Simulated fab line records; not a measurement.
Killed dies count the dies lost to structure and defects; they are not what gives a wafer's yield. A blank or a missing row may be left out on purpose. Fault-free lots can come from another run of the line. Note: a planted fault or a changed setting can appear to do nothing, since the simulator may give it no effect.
Struck lot and sound lot, side by side | flow ritCmos | 15 steps out of a route of 202
Sound: these wafers, L818.4, L818.5, L818.6. Struck: wafers L809.2, L809.6 (left out: L809.1, a lot-mate that was not struck); the cause follows at the end.
For every step that has rows: the tool of each side, followed by ch and its chambers, followed by its first start. Under that, the readings that differ: sound wafers | struck wafers | difference of the means | sigmas: that difference in standard deviations of wafers without a fault.
alike: words and numbers the same on both sides, and readings whose means are apart by under 2 such deviations; not compared: readings that were withheld, readings missing a value for some wafer, numbers with overlapping values and no deviation given by the record, and bounds like >300 which may hide the same value.
A row with sigmas, a row that says differs or no value, or rows on one side alone: a step with any of these is where the two part. Non-overlapping numbers with no deviation appear without sigmas and do not part them. A reading missing from all wafers of one side parts the sides only when that side holds two or more wafers.

RIT_M1_SPUTTER_00: material Al, target thk 400 nm, time 500 s.
  struck on pvdSputter-04, day 5 06:46; sound on pvdSputter-04, day 7 03:58
  alike: throttleValvePct
RIT_M1_RS_MEAS_01: a four-point-probe measurement.
  struck on filmMetro-03, day 5 07:04; sound on filmMetro-03, day 7 04:19
  alike: M1_AL_RS
RIT_M1_THK_MEAS_02: measures by xrf.
  struck on filmMetro-03, day 5 07:11; sound on filmMetro-03, day 7 04:24
  alike: M1_AL_THK
then, 6 steps without rows for these wafers: RIT_M1_HMDS_03 (prime time 60 s); RIT_M1_COAT_04 (resist thk 1300 nm); RIT_M1_SOFTBAKE_05 (time 60 s); RIT_M1_EXPOSE_06 (exposes mask M12, target cd 2600 nm); RIT_M1_PEB_07; RIT_M1_DEVELOP_08 (develop time 68 s).
RIT_M1_CD_MEAS_09 targets a cd of 2600 nm.
  struck on cdSem-02, day 5 08:07; sound on cdSem-01, day 7 05:30
  alike: cdNm
RIT_M1_OVL_MEAS_10:
  struck on overlay-01, day 5 08:14; sound on overlay-02, day 7 05:35
  alike: M1_OVL
then, 1 step without rows for these wafers: RIT_M1_HARDBAKE_11 (time 120 s).
RIT_M1_METAL_ETCH_12: etches Al in Cl2/BCl3, stops on SiO2, time 165 s, target depth 600 nm.
  sound on rieMetal-03 ch 0,1, day 7 05:54; struck on rieMetal-01 ch 0, day 5 08:32
reading                                | sound               | struck        | difference | sigmas
chamberPressureMTorr (mTorr)           | 100.04 99.91 100.03 | 119.92 120.01 | +19.97     | +99 or more
model.NOVOLAK_of_M1_COAT_04.thkNm (nm) | 821.2 810.1 811.9   | 799.7 798.9   | -15.1      | 
  alike: drypumpMotorCurrentA, mfcCl2Sccm, oesProductAu, throttleValvePct
  not compared: rfHoursCounterH
then, 1 step without rows for these wafers: RIT_M1_STRIP_13 (strips in nmp, time 600 s).
RIT_M1_PROBE_99:
  struck on prober-02, day 5 10:50; sound on prober-01, day 7 09:49
  alike: defectLimitedYield, killedAtFrontEnd, killedDies, killedOpen, killedShort, sort_bin_3_pad_short, sort_bin_5_function, sort_bin_6_memory, sortNPass, sortYieldPct

## WHERE THEY PART
RIT_M1_METAL_ETCH_12 only, going by this record. Later steps at which nothing parts them and some readings are alike: RIT_M1_PROBE_99.

WHY: what had been put in by the simulator
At RIT_M1_METAL_ETCH_12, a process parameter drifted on rieMetal-01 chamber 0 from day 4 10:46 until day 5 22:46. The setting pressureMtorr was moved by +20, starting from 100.
